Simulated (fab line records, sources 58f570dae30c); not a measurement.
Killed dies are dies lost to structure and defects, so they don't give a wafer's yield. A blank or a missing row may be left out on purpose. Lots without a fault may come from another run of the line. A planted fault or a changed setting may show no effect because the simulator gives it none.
Chamber matching | flow berkeley_cmos170 | UCB170_V2_CMP_02 on cmp-02: 4 sister chambers
The step polishes SiO2. 4 wafers are shown with their chamber, then 7 later ones without.

WAFERS WITH THEIR CHAMBER
wafer  | chamber | motor_current_A (A)
L706.1 | 2       | 19.2
L706.5 | 1       | 17.3
L707.1 | 0       | 15.3
L707.2 | 3       | 17.3

WAFERS WITHOUT THEIR CHAMBER
wafer  | motor_current_A (A)
L707.3 | 16.9
L708.1 | 16.9
L708.2 | 16.1
L708.3 | 17.2
L709.3 | 18.3
L709.5 | 17.9
L709.6 | 16.9

WHICH CHAMBER EACH WENT THROUGH
wafer  | from the rows above          | in truth
L707.3 | can't be placed: 1 or 3      | 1
L708.1 | can't be placed: 1 or 3      | 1
L708.2 | can't be placed: 0 or 1 or 3 | 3
L708.3 | can't be placed: 1 or 3      | 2
L709.3 | can't be placed: 2 or 1 or 3 | 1
L709.5 | can't be placed: 1 or 3 or 2 | 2
L709.6 | can't be placed: 1 or 3      | 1
Placed correctly: 0 of 7. Can't be placed from these rows: 7 (the true chamber is among the candidates in 6). Placed wrongly: 0.
How it was worked out, from the rows above alone: a wafer's distance from a chamber is the root of the sum, over the readings, of the square of ((its reading less the chamber's mean) divided by the reading's scatter). The wafer belongs to the nearest chamber; if the next one is less than 2 further off, it can't be placed. A chamber's mean is the mean of its shown wafers. The scatter: with one shown wafer a chamber, the root of the mean of the squares of how far each hidden wafer lies from its nearest shown one.
